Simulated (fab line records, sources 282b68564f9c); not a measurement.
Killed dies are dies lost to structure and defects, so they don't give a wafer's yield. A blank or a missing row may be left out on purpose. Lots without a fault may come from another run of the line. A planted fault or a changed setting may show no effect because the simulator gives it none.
Which tool did it? | flow rit_cmos | 14 lots, 42 wafers sampled, at 4 steps of a route of 202

WHAT THE GAUGES READ, wafer by wafer
RIT_WELLDRIVE_RS_MEAS_01: measures by four-point-probe.
lot  | measured    | on            | NWELL_RS (ohm/sq)
L930 | day 2 09:41 | film_metro-01 | 275.8 275.6 275.6
L932 | day 2 21:21 | film_metro-02 | 276.1 276.1 276.3
L935 | day 3 17:56 | film_metro-04 | 275.8 275.7 275.6
L936 | day 3 19:16 | film_metro-04 | 275.8 276.4 276.2
L937 | day 3 23:35 | film_metro-01 | 276.4 277.3 276.0
L938 | day 4 02:53 | film_metro-04 | 274.7 274.8 274.4
L939 | day 4 06:11 | film_metro-02 | 276.1 276.2 276.6
L940 | day 4 13:19 | film_metro-02 | 277.1 276.1 276.7
L943 | day 5 02:58 | film_metro-01 | 275.2 274.7 274.6
L944 | day 5 06:50 | film_metro-04 | 274.6 276.3 275.8
L946 | day 5 17:47 | film_metro-04 | 275.2 275.5 276.2
L950 | day 6 13:25 | film_metro-02 | 277.0 277.2 277.0
L951 | day 6 19:46 | film_metro-04 | 275.7 276.9 276.7
L952 | day 6 23:47 | film_metro-04 | 275.1 275.4 275.7

RIT_M1_CD_MEAS_90: target cd 2600 nm.
lot  | measured    | on        | cd_nm (nm)
L930 | day 3 18:28 | cd_sem-01 | 2600.7 2599.9 2595.3
L932 | day 4 03:38 | cd_sem-02 | 2599.8 2595.8 2598.4
L935 | day 4 21:50 | cd_sem-02 | 2601.9 2600.9 2599.5
L936 | day 5 01:20 | cd_sem-01 | 2602.3 2603.7 2598.9
L937 | day 5 03:19 | cd_sem-01 | 2602.0 2602.2 2600.6
L938 | day 5 09:14 | cd_sem-02 | 2597.2 2598.6 2601.0
L939 | day 5 11:04 | cd_sem-01 | 2599.3 2602.8 2600.1
L940 | day 5 18:23 | cd_sem-02 | 2598.4 2597.9 2599.5
L943 | day 6 05:46 | cd_sem-01 | 2598.4 2595.9 2597.5
L944 | day 6 10:37 | cd_sem-01 | 2601.1 2600.5 2604.1
L946 | day 6 23:29 | cd_sem-01 | 2594.1 2593.6 2596.0
L950 | day 7 17:09 | cd_sem-02 | 2599.9 2599.4 2605.4
L951 | day 7 22:36 | cd_sem-02 | 2599.1 2599.0 2599.4
L952 | day 8 02:24 | cd_sem-02 | 2600.0 2600.4 2600.1

WHICH TOOL RAN EACH LOT (tool, then ch and the chambers of the sampled wafers, then the start)
lot  | RIT_NLDD_PEB_04                  | RIT_SDANNEAL_RTA_03
L930 | litho_track-01 ch 0, day 3 03:32 | rtp_anneal-01 ch 0, day 3 12:49
L932 | litho_track-04 ch 0, day 3 12:28 | rtp_anneal-02 ch 0, day 3 21:41
L935 | litho_track-04 ch 0, day 4 07:50 | rtp_anneal-02 ch 0, day 4 15:55
L936 | litho_track-01 ch 0, day 4 09:49 | rtp_anneal-02 ch 0, day 4 19:36
L937 | litho_track-04 ch 0, day 4 13:28 | rtp_anneal-02 ch 0, day 4 21:38
L938 | litho_track-03 ch 0, day 4 19:30 | rtp_anneal-02 ch 0, day 5 03:29
L939 | litho_track-01 ch 0, day 4 20:47 | rtp_anneal-02 ch 0, day 5 05:26
L940 | litho_track-03 ch 0, day 5 04:07 | rtp_anneal-02 ch 0, day 5 12:26
L943 | litho_track-03 ch 0, day 5 15:46 | rtp_anneal-02 ch 0, day 5 23:59
L944 | litho_track-03 ch 0, day 5 19:22 | rtp_anneal-02 ch 0, day 6 04:44
L946 | litho_track-03 ch 0, day 6 08:23 | rtp_anneal-01 ch 0, day 6 17:25
L950 | litho_track-04, day 7 03:26      | rtp_anneal-01 ch 0, day 7 11:22
L951 | litho_track-01, day 7 08:23      | rtp_anneal-01 ch 0, day 7 16:48
L952 | litho_track-03 ch 0, day 7 12:20 | rtp_anneal-01 ch 0, day 7 20:30
- RIT_NLDD_PEB_04
- RIT_SDANNEAL_RTA_03: time 5 s.

WHAT THE TOOLS THEMSELVES READ (means of the sampled wafers that have a number; where no wafer has one, the mark that the record gives instead)
RIT_NLDD_PEB_04.
lot  | tool           | exhaust_pa (Pa)
L930 | litho_track-01 | 45.2
L932 | litho_track-04 | 45.7
L935 | litho_track-04 | 45.4
L936 | litho_track-01 | 45.0
L937 | litho_track-04 | 44.8
L938 | litho_track-03 | 45.9
L939 | litho_track-01 | 45.5
L940 | litho_track-03 | 45.3
L943 | litho_track-03 | 45.5
L944 | litho_track-03 | 45.2
L946 | litho_track-03 | 44.6
L950 | litho_track-04 | -
L951 | litho_track-01 | -
L952 | litho_track-03 | 44.4

RIT_SDANNEAL_RTA_03.
lot  | tool          | wafer_temp_C_max
L930 | rtp_anneal-01 | 1054.3
L932 | rtp_anneal-02 | 1053.1
L935 | rtp_anneal-02 | 1054.9
L936 | rtp_anneal-02 | 1052.6
L937 | rtp_anneal-02 | 1053.8
L938 | rtp_anneal-02 | 1054.1
L939 | rtp_anneal-02 | 1053.6
L940 | rtp_anneal-02 | 1054.4
L943 | rtp_anneal-02 | 1054.1
L944 | rtp_anneal-02 | 1053.5
L946 | rtp_anneal-01 | 1054.2
L950 | rtp_anneal-01 | 1052.7
L951 | rtp_anneal-01 | 1054.1
L952 | rtp_anneal-01 | 1054.3

THE ANSWER, worked out from the rows above alone
Rule: what is usual is taken from the lots themselves. Put in order of their means at a reading, lots are off if they are a third of the lots or fewer, leave a main group of 4 or more, and stand apart from it by a gap of 3 or more times the standard deviation of the main group's means; of several such gaps the widest counts. A main group whose means are all the same, to the digits that the tables above print for the reading, isn't used. A lot without any number at a reading at which 4 lots or more have one is off too. The other lots that the step has rows for count as sound. The gauges are gone through in route order, then the tools' own readings, and for those a lot's mean is taken as printed above. The first step at which some lot is off is used, and at that step the reading that is off furthest; a lot without a number counts as furthest.
Off: L950, L951, at RIT_NLDD_PEB_04 (exhaust_pa). Without a number there: L950, L951. The main group: mean 45.2 Pa, standard deviation 0.43.
A tool fits if, at that step or a process step before it, it ran every lot that is off, and no sound lot after the first of them. None of those tried fits.

WHAT THE SIMULATOR HAD PUT IN
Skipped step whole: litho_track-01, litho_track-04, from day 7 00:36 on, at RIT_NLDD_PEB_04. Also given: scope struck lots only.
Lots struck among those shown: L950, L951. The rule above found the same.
